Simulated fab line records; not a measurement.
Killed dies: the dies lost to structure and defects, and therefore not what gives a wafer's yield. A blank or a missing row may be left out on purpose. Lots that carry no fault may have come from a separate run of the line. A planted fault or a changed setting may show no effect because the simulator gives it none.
Which tool did it? -- flow berkeley cmos170 -- route of 331 steps, sampled at 1 step: 7 lots, 21 wafers

WHAT THE GAUGES SHOWED, per wafer
UCB170_PSD_CD_MEAS_06: the cd target is 1200 nm.
lot,measured,on,cd nm (nm)
L595,day 6 19:56,cd sem-02,1198.3 1198.0 1198.6
L599,day 7 10:44,cd sem-01,1199.1 1199.3 1199.2
L603,day 8 02:43,cd sem-02,1200.2 1201.4 1201.5
L605,day 8 15:13,cd sem-01,1201.6 1200.1 1199.9
L607,day 9 18:39,cd sem-01,1200.5 1201.2 1200.3
L615,day 10 21:29,cd sem-01,1199.6 1199.9 1199.3
L618,day 11 10:28,cd sem-01,1201.1 1198.6 1200.8

EACH LOT AND THE TOOL THAT RAN IT (in order: tool; ch and the chambers of the sampled wafers; start)
Record: no process step prior to these readings.

THE ANSWER, worked out from the rows above alone
Rule: what is usual is taken from the lots themselves. The widest of any qualifying gaps counts: lots, ordered by their means at a reading, are off when they make up no more than a third of the lots, leave a main group of 4 or more, and stand apart from it by 3 or more times the standard deviation of that group's means. A main group whose means are all the same, to the digits that the tables above print for the reading, isn't used. Also off: a lot with no number at a reading for which 4 or more lots have one. Any other lot the step has rows for is counted as sound.
No lot is off at any reading shown: from this, nothing can be told.

WHAT HAD BEEN PUT IN BY THE SIMULATOR
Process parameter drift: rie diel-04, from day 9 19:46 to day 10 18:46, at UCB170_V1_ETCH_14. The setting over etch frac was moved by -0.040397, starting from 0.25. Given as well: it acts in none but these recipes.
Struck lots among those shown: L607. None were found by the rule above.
